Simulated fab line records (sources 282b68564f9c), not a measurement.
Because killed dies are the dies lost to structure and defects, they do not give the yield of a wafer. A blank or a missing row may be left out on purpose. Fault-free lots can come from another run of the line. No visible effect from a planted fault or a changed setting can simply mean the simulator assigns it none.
Split-lot experiment || flow ritCmos || 5 lots, 23 wafers read, on a route of 202 steps

== ABOUT THE SPLIT ==
At RIT_CONTACT_ETCH_11 (etches SiO2 in CHF3/CF4/Ar, stops on TiSi2, target depth 480 nm, time 320 s), the setting timeS was moved away from the recipe's 320 s on 8 of the 23 wafers read, by -8.8% to +12.2%. This setting was run at the recipe's value on the other wafers.

The reading is taken at the split's own step.

== THE READING ==
NOVOLAK_of_CONTACT_COAT_03.thkNm (the simulator's own value, which no gauge read), in nm, at RIT_CONTACT_ETCH_11 (etches SiO2 in CHF3/CF4/Ar, stops on TiSi2, target depth 480 nm, time 320 s). The file gives no usual value for it. The 15 wafers here that ran the recipe average 767.8 nm, standard deviation 4.5 nm.

{"wafer": "L075.1", "tool, chamber at the split": "rieDiel-01, 1", "timeS as run, s": 359, "against the recipe": "+12.2%", "NOVOLAK_of_CONTACT_COAT_03.thkNm, nm": 749.9, "against lot-mates on the recipe": -16.3}
{"wafer": "L075.2", "tool, chamber at the split": "rieDiel-01, 0", "timeS as run, s": 320, "against the recipe": "recipe", "NOVOLAK_of_CONTACT_COAT_03.thkNm, nm": 771.2, "against lot-mates on the recipe": "-"}
{"wafer": "L075.3", "tool, chamber at the split": "rieDiel-01, 2", "timeS as run, s": 359, "against the recipe": "+12.2%", "NOVOLAK_of_CONTACT_COAT_03.thkNm, nm": 755.3, "against lot-mates on the recipe": -10.9}
{"wafer": "L075.4", "tool, chamber at the split": "rieDiel-01, 3", "timeS as run, s": 359, "against the recipe": "+12.2%", "NOVOLAK_of_CONTACT_COAT_03.thkNm, nm": 758.2, "against lot-mates on the recipe": -8.0}
{"wafer": "L075.5", "tool, chamber at the split": "rieDiel-01, 1", "timeS as run, s": 320, "against the recipe": "recipe", "NOVOLAK_of_CONTACT_COAT_03.thkNm, nm": 761.2, "against lot-mates on the recipe": "-"}
{"wafer": "L076.1", "tool, chamber at the split": "rieDiel-01, 1", "timeS as run, s": 320, "against the recipe": "recipe", "NOVOLAK_of_CONTACT_COAT_03.thkNm, nm": 759.4, "against lot-mates on the recipe": "-"}
{"wafer": "L076.4", "tool, chamber at the split": "rieDiel-01, 0", "timeS as run, s": 320, "against the recipe": "recipe", "NOVOLAK_of_CONTACT_COAT_03.thkNm, nm": 764.4, "against lot-mates on the recipe": "-"}
{"wafer": "L076.5", "tool, chamber at the split": "rieDiel-01, 1", "timeS as run, s": 320, "against the recipe": "recipe", "NOVOLAK_of_CONTACT_COAT_03.thkNm, nm": 761.9, "against lot-mates on the recipe": "-"}
{"wafer": "L080.1", "tool, chamber at the split": "rieDiel-01, 1", "timeS as run, s": 320, "against the recipe": "recipe", "NOVOLAK_of_CONTACT_COAT_03.thkNm, nm": 771, "against lot-mates on the recipe": "-"}
{"wafer": "L080.2", "tool, chamber at the split": "rieDiel-01, 0", "timeS as run, s": 320, "against the recipe": "recipe", "NOVOLAK_of_CONTACT_COAT_03.thkNm, nm": 770, "against lot-mates on the recipe": "-"}
{"wafer": "L080.3", "tool, chamber at the split": "rieDiel-01, 2", "timeS as run, s": 320, "against the recipe": "recipe", "NOVOLAK_of_CONTACT_COAT_03.thkNm, nm": 769.5, "against lot-mates on the recipe": "-"}
{"wafer": "L080.4", "tool, chamber at the split": "rieDiel-01, 3", "timeS as run, s": 320, "against the recipe": "recipe", "NOVOLAK_of_CONTACT_COAT_03.thkNm, nm": 775.4, "against lot-mates on the recipe": "-"}
{"wafer": "L080.5", "tool, chamber at the split": "rieDiel-01, 0", "timeS as run, s": 320, "against the recipe": "recipe", "NOVOLAK_of_CONTACT_COAT_03.thkNm, nm": 771.6, "against lot-mates on the recipe": "-"}
{"wafer": "L082.1", "tool, chamber at the split": "rieDiel-02, 3", "timeS as run, s": 341, "against the recipe": "+6.6%", "NOVOLAK_of_CONTACT_COAT_03.thkNm, nm": 759, "against lot-mates on the recipe": -6.5}
{"wafer": "L082.2", "tool, chamber at the split": "rieDiel-02, 2", "timeS as run, s": 341, "against the recipe": "+6.6%", "NOVOLAK_of_CONTACT_COAT_03.thkNm, nm": 756.4, "against lot-mates on the recipe": -9.1}
{"wafer": "L082.3", "tool, chamber at the split": "rieDiel-02, 0", "timeS as run, s": 320, "against the recipe": "recipe", "NOVOLAK_of_CONTACT_COAT_03.thkNm, nm": 764.7, "against lot-mates on the recipe": "-"}
{"wafer": "L082.4", "tool, chamber at the split": "rieDiel-02, 2", "timeS as run, s": 320, "against the recipe": "recipe", "NOVOLAK_of_CONTACT_COAT_03.thkNm, nm": 766.2, "against lot-mates on the recipe": "-"}
{"wafer": "L082.5", "tool, chamber at the split": "rieDiel-02, 0", "timeS as run, s": 341, "against the recipe": "+6.6%", "NOVOLAK_of_CONTACT_COAT_03.thkNm, nm": 758.7, "against lot-mates on the recipe": -6.8}
{"wafer": "L085.2", "tool, chamber at the split": "rieDiel-02, 2", "timeS as run, s": 320, "against the recipe": "recipe", "NOVOLAK_of_CONTACT_COAT_03.thkNm, nm": 768.7, "against lot-mates on the recipe": "-"}
{"wafer": "L085.3", "tool, chamber at the split": "rieDiel-02, 3", "timeS as run, s": 320, "against the recipe": "recipe", "NOVOLAK_of_CONTACT_COAT_03.thkNm, nm": 771.5, "against lot-mates on the recipe": "-"}
{"wafer": "L085.4", "tool, chamber at the split": "rieDiel-02, 2", "timeS as run, s": 292, "against the recipe": "-8.8%", "NOVOLAK_of_CONTACT_COAT_03.thkNm, nm": 781.7, "against lot-mates on the recipe": "+11.3"}
{"wafer": "L085.5", "tool, chamber at the split": "rieDiel-02, 0", "timeS as run, s": 292, "against the recipe": "-8.8%", "NOVOLAK_of_CONTACT_COAT_03.thkNm, nm": 779.7, "against lot-mates on the recipe": "+9.3"}
{"wafer": "L085.6", "tool, chamber at the split": "rieDiel-02, 3", "timeS as run, s": 320, "against the recipe": "recipe", "NOVOLAK_of_CONTACT_COAT_03.thkNm, nm": 770.9, "against lot-mates on the recipe": "-"}

THE FIT
A straight line over all 23 wafers: NOVOLAK_of_CONTACT_COAT_03.thkNm changes by -1.26 nm for each +1% of timeS; r = -0.86; the points scatter about the line by 4.2 nm.
The same after taking each lot's own level away (the mean of its wafers on the recipe; 23 wafers): -1.05 nm for each +1%; r = -0.92; scatter 2.6 nm.
That fit puts the effect of the largest move of timeS on the reading at 13 nm.
From 761.90 to 771.50 nm: that is the span of the lots' own levels, equal to 2.2 times the standard deviation above.
So the slope is not independent of the lot-to-lot level: the two fits are not the same.
Check: for one of the wafers moved furthest among these (+12.2%), held out of the fit, the line's prediction against its lot-mates is -11.6 nm. It came out at -16.3 nm against them.

== THE OTHER SPLITS THESE WAFERS WENT THROUGH ==
Other splits were also applied to these wafers ahead of the reading. Each is held against what the fit with the lots' levels taken away leaves over:
{"other split on the same wafers": "RIT_SPACER_CVD_03 nh3FlowSccm", "wafers away from the commonest value": 15, "r with NOVOLAK_of_CONTACT_COAT_03.thkNm (lot level and that fit taken away)": "+0.01"}
{"other split on the same wafers": "RIT_NSD_IMPLANT_08 energyKev", "wafers away from the commonest value": 8, "r with NOVOLAK_of_CONTACT_COAT_03.thkNm (lot level and that fit taken away)": "+0.13"}
{"other split on the same wafers": "RIT_PSD_COAT_01 spinRpm", "wafers away from the commonest value": 7, "r with NOVOLAK_of_CONTACT_COAT_03.thkNm (lot level and that fit taken away)": "+0.02"}
{"other split on the same wafers": "RIT_PSD_IMPLANT_08 energyKev", "wafers away from the commonest value": 8, "r with NOVOLAK_of_CONTACT_COAT_03.thkNm (lot level and that fit taken away)": -0.12}
{"other split on the same wafers": "RIT_SILICIDE_SPUTTER_01 timeS", "wafers away from the commonest value": 8, "r with NOVOLAK_of_CONTACT_COAT_03.thkNm (lot level and that fit taken away)": -0.04}
{"other split on the same wafers": "RIT_CONTACT_EXPOSE_05 doseMj", "wafers away from the commonest value": 7, "r with NOVOLAK_of_CONTACT_COAT_03.thkNm (lot level and that fit taken away)": -0.02}

== FILE'S OWN FIT ==
NOVOLAK_of_CONTACT_COAT_03.thkNm changes by -1.05 nm for each +1% of timeS, r = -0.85.
